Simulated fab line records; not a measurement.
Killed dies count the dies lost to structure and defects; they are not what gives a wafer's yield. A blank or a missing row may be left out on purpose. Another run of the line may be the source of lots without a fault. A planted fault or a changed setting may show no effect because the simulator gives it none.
fab line records || flow berkeleyCmos170 || part 2 of 2: steps 27 to 37 of 37
[record] {"lots": 5, "wafers": 15, "lastDay": 12}
route steps=331 shown GATE@129 PLDD@145 NLDD@158
lots that met no fault: taken from a fault-free run of the same line
startH: hours from the record's opening day to when the first of the lot's shown wafers began || waitH: hours from the lot's prior step to this one || " the same as in the row above || L1.1+2: one row covering several wafers at once || - value missing, or start not given || * or withheld: withheld || < > ~ a bound
route shown NAME@n: NAME is a module with steps in the file, n the number in the route of the first one || usual: mean/standard deviation of fault-free wafers || same: alike in all rows || chamber/n: place in a boat || sites: each site's reading || _std_site: the standard deviation of these || _edge_site: outer sites' mean less inner sites' || radiusMm: for every site, how far away it sits from the centre of the wafer || mask NAME#n: copy n || behind: the last tool/chamber to shape the wafer || hold: reason for holding the lot/hours on hold/outcome of the hold || device: the transistor (n, p or np) that didn't switch || end of line: tests run on the same wafers once the route is complete || step lacking rows: just its recipe || killed: not the wafer's yield, but the dies lost to structure and defects at the first sort || map: a wafer's dies, marking killed ones x, the rest . and places with no die _
set.NAME: the setting the step ran with; set.NAME@STEP: the setting that earlier step ran with || model.NAME: the simulator's own value behind a step, which no gauge read
lots at selected steps of the route; one table per step, one row per wafer
services: the hour from which a tool's chamber was out of use, counted from the record's first day as startH (under 0 if before that day), plus the number of hours and why
[[steps]]
[step UCB170_PLDD_STRIP_10]
[recipe] {"chemistry": "O2", "powerW": 400, "pressureMtorr": 3500, "platenTempC": "withheld", "o2FlowSccm": 400, "overashFraction": 0.5}
[usual] {"drypumpMotorCurrentA": "5.7/0.43", "oesProductAu": "0.734/0.0046", "stripTimeToEndpointS": "21.62/0.075"}
{"lot.wafer": "L076.2", "tool": "plasmaAsher-03", "chamber": 0, "startH": 156.99, "waitH": 0.1, "drypumpMotorCurrentA": 5.3, "oesProductAu": 0.727, "rfHoursCounterH": 36, "stripTimeToEndpointS": 21.62}
{"lot.wafer": "L076.4", "tool": "plasmaAsher-03", "chamber": 1, "startH": 156.99, "waitH": 0.1, "drypumpMotorCurrentA": 6.4, "oesProductAu": 0.733, "rfHoursCounterH": "-", "stripTimeToEndpointS": 21.62}
{"lot.wafer": "L076.5", "tool": "plasmaAsher-03", "chamber": 0, "startH": 156.99, "waitH": 0.1, "drypumpMotorCurrentA": 5.3, "oesProductAu": 0.739, "rfHoursCounterH": "-", "stripTimeToEndpointS": 21.63}
{"lot.wafer": "L077.1", "tool": "plasmaAsher-02", "chamber": 0, "startH": 157.06, "waitH": 0.1, "drypumpMotorCurrentA": 6.2, "oesProductAu": 0.733, "rfHoursCounterH": 47, "stripTimeToEndpointS": 21.70}
{"lot.wafer": "L077.3", "tool": "plasmaAsher-02", "chamber": 0, "startH": 157.06, "waitH": 0.1, "drypumpMotorCurrentA": 6.2, "oesProductAu": 0.727, "rfHoursCounterH": "-", "stripTimeToEndpointS": 21.70}
{"lot.wafer": "L077.4", "tool": "plasmaAsher-02", "chamber": 1, "startH": 157.06, "waitH": 0.1, "drypumpMotorCurrentA": 5.4, "oesProductAu": 0.727, "rfHoursCounterH": "-", "stripTimeToEndpointS": 21.72}
{"lot.wafer": "L080.3", "tool": "plasmaAsher-02", "chamber": 1, "startH": 179.09, "waitH": 0.1, "drypumpMotorCurrentA": 5.5, "oesProductAu": 0.739, "rfHoursCounterH": "-", "stripTimeToEndpointS": 21.81}
{"lot.wafer": "L080.4", "tool": "plasmaAsher-02", "chamber": 0, "startH": 179.09, "waitH": 0.1, "drypumpMotorCurrentA": 6.2, "oesProductAu": 0.733, "rfHoursCounterH": "-", "stripTimeToEndpointS": 21.80}
{"lot.wafer": "L080.5", "tool": "plasmaAsher-02", "chamber": 0, "startH": 179.09, "waitH": 0.1, "drypumpMotorCurrentA": 6.2, "oesProductAu": 0.739, "rfHoursCounterH": "-", "stripTimeToEndpointS": 21.91}
{"lot.wafer": "L093.1", "tool": "plasmaAsher-02", "chamber": 1, "startH": 240.62, "waitH": 0.1, "drypumpMotorCurrentA": 5.5, "oesProductAu": 0.734, "rfHoursCounterH": 55, "stripTimeToEndpointS": 21.64}
{"lot.wafer": "L093.3", "tool": "plasmaAsher-02", "chamber": 0, "startH": 240.62, "waitH": 0.1, "drypumpMotorCurrentA": 6.2, "oesProductAu": 0.729, "rfHoursCounterH": "-", "stripTimeToEndpointS": 21.62}
{"lot.wafer": "L093.5", "tool": "plasmaAsher-02", "chamber": 0, "startH": 240.62, "waitH": 0.1, "drypumpMotorCurrentA": 6.2, "oesProductAu": 0.734, "rfHoursCounterH": "-", "stripTimeToEndpointS": 21.60}
{"lot.wafer": "L095.1", "tool": "plasmaAsher-04", "chamber": 0, "startH": 251.83, "waitH": 0.1, "drypumpMotorCurrentA": 5.3, "oesProductAu": 0.732, "rfHoursCounterH": 14, "stripTimeToEndpointS": 21.59}
{"lot.wafer": "L095.2", "tool": "plasmaAsher-04", "chamber": 1, "startH": 251.83, "waitH": 0.1, "drypumpMotorCurrentA": 5.6, "oesProductAu": 0.732, "rfHoursCounterH": 14, "stripTimeToEndpointS": 21.59}
{"lot.wafer": "L095.5", "tool": "plasmaAsher-04", "chamber": 0, "startH": 251.83, "waitH": 0.1, "drypumpMotorCurrentA": 5.4, "oesProductAu": 0.734, "rfHoursCounterH": "-", "stripTimeToEndpointS": 21.59}
[step UCB170_PLDD_TW_MEAS_11]
[usual] {"PLDD_TW": "1007/9.9"}
{"lot.wafer": "L076.2", "tool": "filmMetro-02", "chamber": "-", "startH": 157.10, "waitH": 0.1, "PLDD_TW": 1023}
{"lot.wafer": "L076.4", "tool": "filmMetro-02", "chamber": "-", "startH": 157.10, "waitH": 0.1, "PLDD_TW": 1021}
{"lot.wafer": "L076.5", "tool": "filmMetro-02", "chamber": "-", "startH": 157.10, "waitH": 0.1, "PLDD_TW": 1023}
{"lot.wafer": "L077.1", "tool": "filmMetro-03", "chamber": "-", "startH": 157.16, "waitH": 0.1, "PLDD_TW": 1001}
{"lot.wafer": "L077.3", "tool": "filmMetro-03", "chamber": "-", "startH": 157.16, "waitH": 0.1, "PLDD_TW": 995}
{"lot.wafer": "L077.4", "tool": "filmMetro-03", "chamber": "-", "startH": 157.16, "waitH": 0.1, "PLDD_TW": 1002}
{"lot.wafer": "L080.3", "tool": "filmMetro-02", "chamber": "-", "startH": 179.17, "waitH": 0.1, "PLDD_TW": 1019}
{"lot.wafer": "L080.4", "tool": "filmMetro-02", "chamber": "-", "startH": 179.17, "waitH": 0.1, "PLDD_TW": 1018}
{"lot.wafer": "L080.5", "tool": "filmMetro-02", "chamber": "-", "startH": 179.17, "waitH": 0.1, "PLDD_TW": 1019}
{"lot.wafer": "L093.1", "tool": "filmMetro-03", "chamber": "-", "startH": 240.72, "waitH": 0.1, "PLDD_TW": 1001}
{"lot.wafer": "L093.3", "tool": "filmMetro-03", "chamber": "-", "startH": 240.72, "waitH": 0.1, "PLDD_TW": 1002}
{"lot.wafer": "L093.5", "tool": "filmMetro-03", "chamber": "-", "startH": 240.72, "waitH": 0.1, "PLDD_TW": 1005}
{"lot.wafer": "L095.1", "tool": "filmMetro-03", "chamber": "-", "startH": 251.93, "waitH": 0.1, "PLDD_TW": 999}
{"lot.wafer": "L095.2", "tool": "filmMetro-03", "chamber": "-", "startH": 251.93, "waitH": 0.1, "PLDD_TW": 1000}
{"lot.wafer": "L095.5", "tool": "filmMetro-03", "chamber": "-", "startH": 251.93, "waitH": 0.1, "PLDD_TW": 1000}
[step UCB170_PLDD_CLEAN_12]
[recipe] {"chemistry": "SPM", "tempC": 120, "timeS": 600}
{"lot.wafer": "L076.2+4+5", "tool": "wetBench-01", "chamber": 2, "startH": 157.64, "waitH": 0.5}
{"lot.wafer": "L077.1+3+4", "tool": "wetBench-01", "chamber": 2, "startH": 157.64, "waitH": 0.5}
{"lot.wafer": "L080.3+4+5", "tool": "wetBench-01", "chamber": 3, "startH": 179.21, "waitH": 0.0}
{"lot.wafer": "L093.1+3+5", "tool": "wetBench-01", "chamber": 0, "startH": 240.78, "waitH": 0.1}
{"lot.wafer": "L095.1+2+5", "tool": "wetBench-01", "chamber": 1, "startH": 251.99, "waitH": 0.1}
[step UCB170_NLDD_HMDS_00]
[recipe] {"primeTimeS": 60, "primeTempC": 100}
[usual] {"resistLineTempC": "23.01/0.095"}
{"lot.wafer": "L076.2", "tool": "lithoTrack-04", "chamber": 0, "startH": 158.02, "waitH": 0.0, "resistLineTempC": 22.95}
{"lot.wafer": "L076.4", "tool": "lithoTrack-04", "chamber": 0, "startH": 158.02, "waitH": 0.0, "resistLineTempC": 23.06}
{"lot.wafer": "L076.5", "tool": "lithoTrack-04", "chamber": 0, "startH": 158.02, "waitH": 0.0, "resistLineTempC": 22.93}
{"lot.wafer": "L077.1", "tool": "lithoTrack-01", "chamber": 0, "startH": 158.09, "waitH": 0.1, "resistLineTempC": 23.16}
{"lot.wafer": "L077.3", "tool": "lithoTrack-01", "chamber": 0, "startH": 158.09, "waitH": 0.1, "resistLineTempC": 22.94}
{"lot.wafer": "L077.4", "tool": "lithoTrack-01", "chamber": 0, "startH": 158.09, "waitH": 0.1, "resistLineTempC": 23.23}
{"lot.wafer": "L080.3", "tool": "lithoTrack-01", "chamber": 0, "startH": 179.48, "waitH": 0.1, "resistLineTempC": 22.96}
{"lot.wafer": "L080.4", "tool": "lithoTrack-01", "chamber": 0, "startH": 179.48, "waitH": 0.1, "resistLineTempC": 22.91}
{"lot.wafer": "L080.5", "tool": "lithoTrack-01", "chamber": 0, "startH": 179.48, "waitH": 0.1, "resistLineTempC": 22.88}
{"lot.wafer": "L093.1", "tool": "lithoTrack-01", "chamber": 0, "startH": 241.20, "waitH": 0.2, "resistLineTempC": 22.92}
{"lot.wafer": "L093.3", "tool": "lithoTrack-01", "chamber": 0, "startH": 241.20, "waitH": 0.2, "resistLineTempC": 22.98}
{"lot.wafer": "L093.5", "tool": "lithoTrack-01", "chamber": 0, "startH": 241.20, "waitH": 0.2, "resistLineTempC": 22.95}
{"lot.wafer": "L095.1", "tool": "lithoTrack-03", "chamber": 0, "startH": 252.72, "waitH": 0.5, "resistLineTempC": 23.15}
{"lot.wafer": "L095.2", "tool": "lithoTrack-03", "chamber": 0, "startH": 252.72, "waitH": 0.5, "resistLineTempC": 22.99}
{"lot.wafer": "L095.5", "tool": "lithoTrack-03", "chamber": 0, "startH": 252.72, "waitH": 0.5, "resistLineTempC": 22.97}
[step UCB170_NLDD_COAT_01]
[recipe] {"resist": "KrF", "spinRpm": 1500, "resistThkNm": 900}
[usual] {"resistLineTempC": "23.01/0.094"}
{"lot.wafer": "L076.2", "tool": "lithoTrack-04", "chamber": 0, "startH": 158.17, "waitH": 0.1, "resistLineTempC": 23.00}
{"lot.wafer": "L076.4", "tool": "lithoTrack-04", "chamber": 0, "startH": 158.17, "waitH": 0.1, "resistLineTempC": 23.02}
{"lot.wafer": "L076.5", "tool": "lithoTrack-04", "chamber": 0, "startH": 158.17, "waitH": 0.1, "resistLineTempC": 22.98}
{"lot.wafer": "L077.1", "tool": "lithoTrack-01", "chamber": 0, "startH": 158.24, "waitH": 0.1, "resistLineTempC": 22.94}
{"lot.wafer": "L077.3", "tool": "lithoTrack-01", "chamber": 0, "startH": 158.24, "waitH": 0.1, "resistLineTempC": 23.10}
{"lot.wafer": "L077.4", "tool": "lithoTrack-01", "chamber": 0, "startH": 158.24, "waitH": 0.1, "resistLineTempC": 23.03}
{"lot.wafer": "L080.3", "tool": "lithoTrack-01", "chamber": 0, "startH": 179.63, "waitH": 0.1, "resistLineTempC": 23.04}
{"lot.wafer": "L080.4", "tool": "lithoTrack-01", "chamber": 0, "startH": 179.63, "waitH": 0.1, "resistLineTempC": 23.22}
{"lot.wafer": "L080.5", "tool": "lithoTrack-01", "chamber": 0, "startH": 179.63, "waitH": 0.1, "resistLineTempC": 23.03}
{"lot.wafer": "L093.1", "tool": "lithoTrack-01", "chamber": 0, "startH": 241.35, "waitH": 0.1, "resistLineTempC": 23.10}
{"lot.wafer": "L093.3", "tool": "lithoTrack-01", "chamber": 0, "startH": 241.35, "waitH": 0.1, "resistLineTempC": 22.96}
{"lot.wafer": "L093.5", "tool": "lithoTrack-01", "chamber": 0, "startH": 241.35, "waitH": 0.1, "resistLineTempC": 22.91}
{"lot.wafer": "L095.1", "tool": "lithoTrack-03", "chamber": 0, "startH": 252.87, "waitH": 0.1, "resistLineTempC": 22.95}
{"lot.wafer": "L095.2", "tool": "lithoTrack-03", "chamber": 0, "startH": 252.87, "waitH": 0.1, "resistLineTempC": 22.90}
{"lot.wafer": "L095.5", "tool": "lithoTrack-03", "chamber": 0, "startH": 252.87, "waitH": 0.1, "resistLineTempC": 23.02}
[step UCB170_NLDD_SOFTBAKE_02]
[recipe] {"resist": "KrF", "tempC": 130, "timeS": 60}
[usual] {"resistLineTempC": "23.00/0.1"}
{"lot.wafer": "L076.2", "tool": "lithoTrack-04", "chamber": 0, "startH": 158.32, "waitH": 0.1, "resistLineTempC": 23.18}
{"lot.wafer": "L076.4", "tool": "lithoTrack-04", "chamber": 0, "startH": 158.32, "waitH": 0.1, "resistLineTempC": 23.13}
{"lot.wafer": "L076.5", "tool": "lithoTrack-04", "chamber": 0, "startH": 158.32, "waitH": 0.1, "resistLineTempC": 23.15}
{"lot.wafer": "L077.1", "tool": "lithoTrack-01", "chamber": 0, "startH": 158.39, "waitH": 0.1, "resistLineTempC": 23.02}
{"lot.wafer": "L077.3", "tool": "lithoTrack-01", "chamber": 0, "startH": 158.39, "waitH": 0.1, "resistLineTempC": 23.02}
{"lot.wafer": "L077.4", "tool": "lithoTrack-01", "chamber": 0, "startH": 158.39, "waitH": 0.1, "resistLineTempC": 22.77}
{"lot.wafer": "L080.3", "tool": "lithoTrack-01", "chamber": 0, "startH": 179.78, "waitH": 0.1, "resistLineTempC": 22.85}
{"lot.wafer": "L080.4", "tool": "lithoTrack-01", "chamber": 0, "startH": 179.78, "waitH": 0.1, "resistLineTempC": 23.00}
{"lot.wafer": "L080.5", "tool": "lithoTrack-01", "chamber": 0, "startH": 179.78, "waitH": 0.1, "resistLineTempC": 23.09}
{"lot.wafer": "L093.1", "tool": "lithoTrack-01", "chamber": 0, "startH": 241.50, "waitH": 0.1, "resistLineTempC": 22.93}
{"lot.wafer": "L093.3", "tool": "lithoTrack-01", "chamber": 0, "startH": 241.50, "waitH": 0.1, "resistLineTempC": 23.16}
{"lot.wafer": "L093.5", "tool": "lithoTrack-01", "chamber": 0, "startH": 241.50, "waitH": 0.1, "resistLineTempC": 23.11}
{"lot.wafer": "L095.1", "tool": "lithoTrack-03", "chamber": 0, "startH": 253.02, "waitH": 0.1, "resistLineTempC": 22.96}
{"lot.wafer": "L095.2", "tool": "lithoTrack-03", "chamber": 0, "startH": 253.02, "waitH": 0.1, "resistLineTempC": 22.95}
{"lot.wafer": "L095.5", "tool": "lithoTrack-03", "chamber": 0, "startH": 253.02, "waitH": 0.1, "resistLineTempC": 22.98}
[step UCB170_NLDD_EXPOSE_03]
[recipe] {"maskId": "NSELECT", "na": 0.5, "sigmaOuter": 0.6, "sourceShape": "conventional", "targetCdNm": 1200, "doseMj": 30}
{"lot.wafer": "L076.2+4+5", "tool": "krfScanner-01", "chamber": 0, "startH": 158.59, "waitH": 0.2, "mask": "NSELECT#0"}
{"lot.wafer": "L077.1+3+4", "tool": "krfScanner-01", "chamber": 0, "startH": 158.69, "waitH": 0.3, "mask": "NSELECT#0"}
{"lot.wafer": "L080.3+4+5", "tool": "krfScanner-02", "chamber": 0, "startH": 179.92, "waitH": 0.1, "mask": "NSELECT#0"}
{"lot.wafer": "L093.1+3+5", "tool": "krfScanner-01", "chamber": 0, "startH": 241.77, "waitH": 0.2, "mask": "NSELECT#0"}
{"lot.wafer": "L095.1+2+5", "tool": "krfScanner-01", "chamber": 0, "startH": 253.30, "waitH": 0.2, "mask": "NSELECT#0"}
[step UCB170_NLDD_PEB_04]
[recipe] {"pebTempC": 130, "pebTimeS": "withheld", "resist": "KrF"}
[usual] {"resistLineTempC": "23.01/0.11"}
{"lot.wafer": "L076.2", "tool": "lithoTrack-04", "chamber": 0, "startH": 158.71, "waitH": 0.1, "resistLineTempC": 22.83}
{"lot.wafer": "L076.4", "tool": "lithoTrack-04", "chamber": 0, "startH": 158.71, "waitH": 0.1, "resistLineTempC": 22.91}
{"lot.wafer": "L076.5", "tool": "lithoTrack-04", "chamber": 0, "startH": 158.71, "waitH": 0.1, "resistLineTempC": 22.92}
{"lot.wafer": "L077.1", "tool": "lithoTrack-04", "chamber": 0, "startH": 158.96, "waitH": 0.3, "resistLineTempC": 23.24}
{"lot.wafer": "L077.3", "tool": "lithoTrack-04", "chamber": 0, "startH": 158.96, "waitH": 0.3, "resistLineTempC": 23.14}
{"lot.wafer": "L077.4", "tool": "lithoTrack-04", "chamber": 0, "startH": 158.96, "waitH": 0.3, "resistLineTempC": 23.12}
{"lot.wafer": "L080.3", "tool": "lithoTrack-04", "chamber": 0, "startH": 180.24, "waitH": 0.3, "resistLineTempC": 22.87}
{"lot.wafer": "L080.4", "tool": "lithoTrack-04", "chamber": 0, "startH": 180.24, "waitH": 0.3, "resistLineTempC": 22.91}
{"lot.wafer": "L080.5", "tool": "lithoTrack-04", "chamber": 0, "startH": 180.24, "waitH": 0.3, "resistLineTempC": 22.93}
{"lot.wafer": "L093.1", "tool": "lithoTrack-01", "chamber": 0, "startH": 241.92, "waitH": 0.1, "resistLineTempC": 23.00}
{"lot.wafer": "L093.3", "tool": "lithoTrack-01", "chamber": 0, "startH": 241.92, "waitH": 0.1, "resistLineTempC": 22.99}
{"lot.wafer": "L093.5", "tool": "lithoTrack-01", "chamber": 0, "startH": 241.92, "waitH": 0.1, "resistLineTempC": 23.06}
{"lot.wafer": "L095.1", "tool": "lithoTrack-04", "chamber": 0, "startH": 253.83, "waitH": 0.5, "resistLineTempC": 22.90}
{"lot.wafer": "L095.2", "tool": "lithoTrack-04", "chamber": 0, "startH": 253.83, "waitH": 0.5, "resistLineTempC": 23.03}
{"lot.wafer": "L095.5", "tool": "lithoTrack-04", "chamber": 0, "startH": 253.83, "waitH": 0.5, "resistLineTempC": 22.90}
[step UCB170_NLDD_DEVELOP_05]
[recipe] {"developer": "TMAH", "developTimeS": 45, "resist": "KrF", "devTempC": 21}
[usual] {"resistLineTempC": "22.98/0.12"}
{"lot.wafer": "L076.2", "tool": "lithoTrack-04", "chamber": 0, "startH": "-", "waitH": "-", "resistLineTempC": 23.07}
{"lot.wafer": "L076.4", "tool": "lithoTrack-04", "chamber": 0, "startH": "-", "waitH": "-", "resistLineTempC": 22.93}
{"lot.wafer": "L076.5", "tool": "lithoTrack-04", "chamber": 0, "startH": "-", "waitH": "-", "resistLineTempC": 22.98}
{"lot.wafer": "L077.1", "tool": "lithoTrack-04", "chamber": 0, "startH": "-", "waitH": "-", "resistLineTempC": 22.86}
{"lot.wafer": "L077.3", "tool": "lithoTrack-04", "chamber": 0, "startH": "-", "waitH": "-", "resistLineTempC": 22.89}
{"lot.wafer": "L077.4", "tool": "lithoTrack-04", "chamber": 0, "startH": "-", "waitH": "-", "resistLineTempC": 22.88}
{"lot.wafer": "L080.3", "tool": "lithoTrack-04", "chamber": 0, "startH": "-", "waitH": "-", "resistLineTempC": 23.06}
{"lot.wafer": "L080.4", "tool": "lithoTrack-04", "chamber": 0, "startH": "-", "waitH": "-", "resistLineTempC": 22.95}
{"lot.wafer": "L080.5", "tool": "lithoTrack-04", "chamber": 0, "startH": "-", "waitH": "-", "resistLineTempC": 22.87}
{"lot.wafer": "L093.1", "tool": "lithoTrack-01", "chamber": 0, "startH": "-", "waitH": "-", "resistLineTempC": 22.95}
{"lot.wafer": "L093.3", "tool": "lithoTrack-01", "chamber": 0, "startH": "-", "waitH": "-", "resistLineTempC": 23.09}
{"lot.wafer": "L093.5", "tool": "lithoTrack-01", "chamber": 0, "startH": "-", "waitH": "-", "resistLineTempC": 23.07}
{"lot.wafer": "L095.1", "tool": "lithoTrack-04", "chamber": 0, "startH": "-", "waitH": "-", "resistLineTempC": 22.95}
{"lot.wafer": "L095.2", "tool": "lithoTrack-04", "chamber": 0, "startH": "-", "waitH": "-", "resistLineTempC": 22.91}
{"lot.wafer": "L095.5", "tool": "lithoTrack-04", "chamber": 0, "startH": "-", "waitH": "-", "resistLineTempC": 22.90}
[step UCB170_NLDD_CD_MEAS_06]
[recipe] {"targetCdNm": 1200}
[usual] {"cdNm": "1200.5/1.3"}
{"lot.wafer": "L076.2", "tool": "cdSem-01", "chamber": "-", "startH": 158.98, "waitH": "-", "cdNm": 1199.3}
{"lot.wafer": "L076.4", "tool": "cdSem-01", "chamber": "-", "startH": 158.98, "waitH": "-", "cdNm": 1199.3}
{"lot.wafer": "L076.5", "tool": "cdSem-01", "chamber": "-", "startH": 158.98, "waitH": "-", "cdNm": 1198.3}
{"lot.wafer": "L077.1", "tool": "cdSem-02", "chamber": "-", "startH": 159.23, "waitH": "-", "cdNm": 1200.9}
{"lot.wafer": "L077.3", "tool": "cdSem-02", "chamber": "-", "startH": 159.23, "waitH": "-", "cdNm": 1201.0}
{"lot.wafer": "L077.4", "tool": "cdSem-02", "chamber": "-", "startH": 159.23, "waitH": "-", "cdNm": 1201.0}
{"lot.wafer": "L080.3", "tool": "cdSem-02", "chamber": "-", "startH": 180.50, "waitH": "-", "cdNm": 1199.0}
{"lot.wafer": "L080.4", "tool": "cdSem-02", "chamber": "-", "startH": 180.50, "waitH": "-", "cdNm": 1198.3}
{"lot.wafer": "L080.5", "tool": "cdSem-02", "chamber": "-", "startH": 180.50, "waitH": "-", "cdNm": 1199.8}
{"lot.wafer": "L093.1", "tool": "cdSem-01", "chamber": "-", "startH": 242.20, "waitH": "-", "cdNm": 1200.5}
{"lot.wafer": "L093.3", "tool": "cdSem-01", "chamber": "-", "startH": 242.20, "waitH": "-", "cdNm": 1200.9}
{"lot.wafer": "L093.5", "tool": "cdSem-01", "chamber": "-", "startH": 242.20, "waitH": "-", "cdNm": 1199.6}
{"lot.wafer": "L095.1", "tool": "cdSem-01", "chamber": "-", "startH": 254.11, "waitH": "-", "cdNm": 1201.6}
{"lot.wafer": "L095.2", "tool": "cdSem-01", "chamber": "-", "startH": 254.11, "waitH": "-", "cdNm": 1199.8}
{"lot.wafer": "L095.5", "tool": "cdSem-01", "chamber": "-", "startH": 254.11, "waitH": "-", "cdNm": 1199.7}
[step UCB170_NLDD_OVL_MEAS_07]
[usual] {"NLDD_OVL": "-4/6"}
{"lot.wafer": "L076.2", "tool": "overlay-01", "chamber": "-", "startH": 159.09, "waitH": 0.1, "NLDD_OVL[nm]": -3}
{"lot.wafer": "L076.4", "tool": "overlay-01", "chamber": "-", "startH": 159.09, "waitH": 0.1, "NLDD_OVL[nm]": -3}
{"lot.wafer": "L076.5", "tool": "overlay-01", "chamber": "-", "startH": 159.09, "waitH": 0.1, "NLDD_OVL[nm]": 5}
{"lot.wafer": "L077.1", "tool": "overlay-01", "chamber": "-", "startH": 159.35, "waitH": 0.1, "NLDD_OVL[nm]": -3}
{"lot.wafer": "L077.3", "tool": "overlay-01", "chamber": "-", "startH": 159.35, "waitH": 0.1, "NLDD_OVL[nm]": 2}
{"lot.wafer": "L077.4", "tool": "overlay-01", "chamber": "-", "startH": 159.35, "waitH": 0.1, "NLDD_OVL[nm]": -2}
{"lot.wafer": "L080.3", "tool": "overlay-02", "chamber": "-", "startH": 180.59, "waitH": 0.1, "NLDD_OVL[nm]": -5}
{"lot.wafer": "L080.4", "tool": "overlay-02", "chamber": "-", "startH": 180.59, "waitH": 0.1, "NLDD_OVL[nm]": -12}
{"lot.wafer": "L080.5", "tool": "overlay-02", "chamber": "-", "startH": 180.59, "waitH": 0.1, "NLDD_OVL[nm]": -9}
{"lot.wafer": "L093.1", "tool": "overlay-01", "chamber": "-", "startH": 242.32, "waitH": 0.1, "NLDD_OVL[nm]": -6}
{"lot.wafer": "L093.3", "tool": "overlay-01", "chamber": "-", "startH": 242.32, "waitH": 0.1, "NLDD_OVL[nm]": -4}
{"lot.wafer": "L093.5", "tool": "overlay-01", "chamber": "-", "startH": 242.32, "waitH": 0.1, "NLDD_OVL[nm]": -14}
{"lot.wafer": "L095.1", "tool": "overlay-02", "chamber": "-", "startH": 254.23, "waitH": 0.1, "NLDD_OVL[nm]": 2}
{"lot.wafer": "L095.2", "tool": "overlay-02", "chamber": "-", "startH": 254.23, "waitH": 0.1, "NLDD_OVL[nm]": -3}
{"lot.wafer": "L095.5", "tool": "overlay-02", "chamber": "-", "startH": 254.23, "waitH": 0.1, "NLDD_OVL[nm]": 0}
[[services]]
{"tool": "krfScanner-02", "chamber": 0, "startH": 129.68, "hours": "-", "kind": "calibration"}
{"tool": "plasmaAsher-01", "chamber": "-", "startH": 132.83, "hours": 4.1, "kind": "repair"}
{"tool": "plasmaAsher-01", "chamber": "-", "startH": 136.60, "hours": 0.7, "kind": "repair"}
{"tool": "rieSi-02", "chamber": 0, "startH": 136.76, "hours": 15.8, "kind": "repair"}
{"tool": "krfScanner-02", "chamber": "-", "startH": 138.87, "hours": 1.3, "kind": "pm"}
{"tool": "krfScanner-01", "chamber": 0, "startH": 142.49, "hours": "-", "kind": "calibration"}
{"tool": "rieSi-02", "chamber": 0, "startH": 152.52, "hours": "-", "kind": "clean"}
{"tool": "rieSi-02", "chamber": 0, "startH": 152.52, "hours": 25.3, "kind": "scheduledDown"}
{"tool": "krfScanner-01", "chamber": "-", "startH": 153.33, "hours": 1.3, "kind": "pm"}
{"tool": "furnace-04", "chamber": "-", "startH": 162.63, "hours": 33.1, "kind": "pm"}
{"tool": "krfScanner-01", "chamber": "-", "startH": 163.32, "hours": 3.6, "kind": "pm"}
{"tool": "rieDiel-01", "chamber": "-", "startH": 170.96, "hours": 4.3, "kind": "pm"}
{"tool": "krfScanner-02", "chamber": "-", "startH": 194.06, "hours": 1.0, "kind": "pm"}
{"tool": "krfScanner-02", "chamber": "-", "startH": 201.99, "hours": 0.8, "kind": "pm"}
{"tool": "krfScanner-01", "chamber": "-", "startH": 205.97, "hours": 4.0, "kind": "pm"}
{"tool": "furnace-04", "chamber": "-", "startH": 217.24, "hours": 3.5, "kind": "pm"}
{"tool": "rieSi-01", "chamber": 2, "startH": 220.87, "hours": 3.3, "kind": "repair"}
{"tool": "rieSi-02", "chamber": 0, "startH": 225.37, "hours": 1.3, "kind": "repair"}
{"tool": "rieDiel-01", "chamber": 0, "startH": 226.26, "hours": 5.6, "kind": "repair"}
{"tool": "rieDiel-01", "chamber": 3, "startH": 227.97, "hours": 16.9, "kind": "repair"}
{"tool": "rieDiel-01", "chamber": 2, "startH": 231.86, "hours": 7.1, "kind": "repair"}
{"tool": "rieSi-02", "chamber": 3, "startH": 235.60, "hours": 8.0, "kind": "repair"}
{"tool": "furnace-02", "chamber": "-", "startH": 247.42, "hours": 2.9, "kind": "pm"}
{"tool": "rieDiel-02", "chamber": 3, "startH": 251.18, "hours": 7.4, "kind": "repair"}
